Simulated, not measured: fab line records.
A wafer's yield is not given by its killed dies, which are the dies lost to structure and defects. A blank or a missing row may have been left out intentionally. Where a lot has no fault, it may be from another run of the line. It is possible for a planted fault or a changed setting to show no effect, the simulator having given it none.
Split-lot study ; flow berkeleyCmos170 ; 23 wafers read across 5 lots, on a route 331 steps long

## ABOUT THE SPLIT
At UCB170_CONTACT_CVD_01 (deposits PSG from SiH4/O2/PH3, target thk 700 nm, time 2820 s), the setting tempC was moved away from the recipe's 450 C on 15 of the 23 wafers read, by -1.8% to +1.5%. The other wafers ran this setting at the recipe's value.

Between the split and the reading, the file records no step.

## THE READING
CONTACT_PSG_THK in nanometres, read at UCB170_CONTACT_THK_MEAS_02. Typical for fault-free wafers on this fab line: 703 nm, with standard deviation 4.6 nm.

wafer;tool, chamber at the split;tempC as run, C;against the recipe;CONTACT_PSG_THK, nm;against lot-mates on the recipe
L075.1;lpcvd-02, 1;450;recipe;705;-
L075.3;lpcvd-02, 1;450;recipe;708;-
L075.6;lpcvd-02, 1;450;recipe;703;-
L078.1;-, -;443.8;-1.4%;667;no lot-mate on the recipe
L078.3;-, -;443.8;-1.4%;666;no lot-mate on the recipe
L078.4;-, -;443.8;-1.4%;662;no lot-mate on the recipe
L078.5;-, -;443.8;-1.4%;670;no lot-mate on the recipe
L078.6;-, -;443.8;-1.4%;668;no lot-mate on the recipe
L081.1;-, -;441.9;-1.8%;660;no lot-mate on the recipe
L081.3;-, -;441.9;-1.8%;662;no lot-mate on the recipe
L081.4;-, -;441.9;-1.8%;662;no lot-mate on the recipe
L081.5;-, -;441.9;-1.8%;659;no lot-mate on the recipe
L081.6;-, -;441.9;-1.8%;651;no lot-mate on the recipe
L080.1;-, -;450;recipe;702;-
L080.2;-, -;450;recipe;704;-
L080.3;-, -;450;recipe;703;-
L080.4;-, -;450;recipe;705;-
L080.6;-, -;450;recipe;706;-
L084.1;-, -;456.6;+1.5%;740;no lot-mate on the recipe
L084.2;-, -;456.6;+1.5%;743;no lot-mate on the recipe
L084.3;-, -;456.6;+1.5%;738;no lot-mate on the recipe
L084.4;-, -;456.6;+1.5%;742;no lot-mate on the recipe
L084.6;-, -;456.6;+1.5%;741;no lot-mate on the recipe

FIT RESULTS
A straight line over all 23 wafers: CONTACT_PSG_THK changes by +25.6 nm for each +1% of tempC; r = +1.00; the points scatter about the line by 3 nm.
Too few moved wafers with a lot-mate on the recipe to fit a line net of each lot's own level.

## THE WHOLE CHAIN: every reading that the file lists as answering this split, in the file's order
step;what it does;reading;change (the file's fit);r (the file's)
UCB170_CONTACT_CVD_01;deposits PSG from SiH4/O2/PH3, target thk 700 nm, time 2820 s;PSG_of_CONTACT_CVD_01.thkNm (the simulator's own value, which no gauge read);+25.6 nm for each +1% of the setting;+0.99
UCB170_CONTACT_THK_MEAS_02;;CONTACT_PSG_THK;+25.6 for each +1% of the setting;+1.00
UCB170_CONTACT_ETCH_18;etches PSG in CHF3/CF4/Ar, stops on TiSi2, target depth 840 nm, time 195 s;etch.depthNm (the simulator's own value, which no gauge read);+25.2 nm for each +1% of the setting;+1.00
UCB170_CONTACT_ETCH_18;etches PSG in CHF3/CF4/Ar, stops on TiSi2, target depth 840 nm, time 195 s;CONTACT.featureDepthNm (the simulator's own value, which no gauge read);+25.6 nm for each +1% of the setting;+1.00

## THE FILE'S OWN FIT
CONTACT_PSG_THK changes by +25.6 nm for each +1% of tempC, r = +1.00.
